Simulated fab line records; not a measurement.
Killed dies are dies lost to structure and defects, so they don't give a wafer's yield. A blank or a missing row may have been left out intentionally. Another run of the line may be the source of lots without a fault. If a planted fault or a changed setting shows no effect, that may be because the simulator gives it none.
Comparing a struck lot with a sound one | flow berkeley cmos170 | 17 out of 331 route steps
Sound: wafers L296.1, L296.3, L296.5. Struck: wafers L306.2, L306.5 (left out: L306.6, a lot-mate that was not struck); the cause follows at the end.
At each step with rows: each side's tool, then ch and its chambers, then its first start. Under that, the readings that differ: sound wafers | struck wafers | difference of the means | sigmas: that difference in standard deviations of wafers without a fault.
alike: words and numbers the same on both sides, and readings whose means are apart by under 2 such deviations; not compared: readings that were withheld, readings missing a value for some wafer, numbers with overlapping values and no deviation given by the record, and bounds like >300 which may hide the same value.
Wherever a step has rows on one side only, a row that says differs or no value, or a row with sigmas, the two part there. When numbers do not overlap yet have no deviation, they are printed without sigmas and do not part them. A reading that every wafer of one side lacks parts them only if that side has two wafers or more.

first, 5 steps without rows for these wafers: UCB170_NLDD_COAT_01 (resist thk 900 nm); UCB170_NLDD_SOFTBAKE_02 (time 60 s); UCB170_NLDD_EXPOSE_03 (exposes mask NSELECT, target cd 1200 nm); UCB170_NLDD_PEB_04; UCB170_NLDD_DEVELOP_05 (develop time 45 s).
UCB170_NLDD_CD_MEAS_06: target cd 1200 nm.
  sound: cd sem-01 at day 7 17:10; struck: cd sem-01 at day 9 21:21
  alike: cd nm
UCB170_NLDD_OVL_MEAS_07:
  sound: overlay-01 at day 7 17:19; struck: overlay-02 at day 9 21:27
  alike: NLDD_OVL
then, 2 steps without rows for these wafers: UCB170_NLDD_IMPLANT_08; UCB170_NLDD_IMPLANT_09.
UCB170_NLDD_STRIP_10: strips in O2.
  sound on plasma asher-01 ch 0,1, day 7 17:38; struck on plasma asher-02 ch 0,1, day 9 21:47
  alike: drypump motor current A, oes product au, strip time to endpoint s
  not compared: rf hours counter h
UCB170_NLDD_TW_MEAS_11:
  sound: film metro-03 at day 7 17:44; struck: film metro-01 at day 9 21:53
  alike: NLDD_TW
then, 1 step without rows for these wafers: UCB170_NLDD_CLEAN_12 (cleans in SPM, time 600 s).
UCB170_SPACER_CVD_00: deposits SiO2 from TEOS/O2, target thk 376 nm, time 47 s.
  sound on pecvd-02 ch 0,1, day 7 17:59; struck on pecvd-04 ch 0, day 9 22:07
  reading                                 | sound             | struck      | difference | sigmas
  rf fwd power W (W)                      | 545.5 548.3 547.6 | 764.7 764.8 | +217.6     | +99 or more
  model.SiO2_of_SPACER_CVD_00.thk nm (nm) | 372.7 377.3 380.8 | 408.7 417.2 | +36.0      |
  alike: heater power w, susceptor temp C
UCB170_SPACER_THK_MEAS_01:
  sound: film metro-02 at day 7 18:01; struck: film metro-03 at day 9 22:10
  reading              | sound       | struck  | difference | sigmas
  SPACER_TEOS_THK (nm) | 373 377 380 | 409 417 | +36        | +8
then, 1 step without rows for these wafers: UCB170_SPACER_ANNEAL_02 (time 1800 s).
UCB170_SPACER_ETCHBACK_03: etches SiO2 in CHF3/CF4/Ar, stops on Si, target depth 376 nm, time 100 s.
  sound on rie diel-04 ch 0,1,2, day 7 23:32; struck on rie diel-02 ch 1,2, day 10 00:24
  reading                  | sound             | struck      | difference | sigmas
  oes product au (a.u.)    | 0.893 0.886 0.882 | 0.974 0.970 | +0.085     | +5
  model.etch.depth nm (nm) | 372.7 377.3 380.8 | 408.7 417.2 | +36.0      |
  alike: drypump motor current A, throttle valve pct
  not compared: rf hours counter h
then, 1 step without rows for these wafers: UCB170_PSD_HMDS_00 (prime time 60 s).

WHERE THEY PART
At UCB170_SPACER_CVD_00 first; at UCB170_SPACER_ETCHBACK_03 last (within this record only).

WHY: whatever the simulator had introduced
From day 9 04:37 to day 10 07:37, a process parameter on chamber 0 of pecvd-04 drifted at UCB170_SPACER_CVD_00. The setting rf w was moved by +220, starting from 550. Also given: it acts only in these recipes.
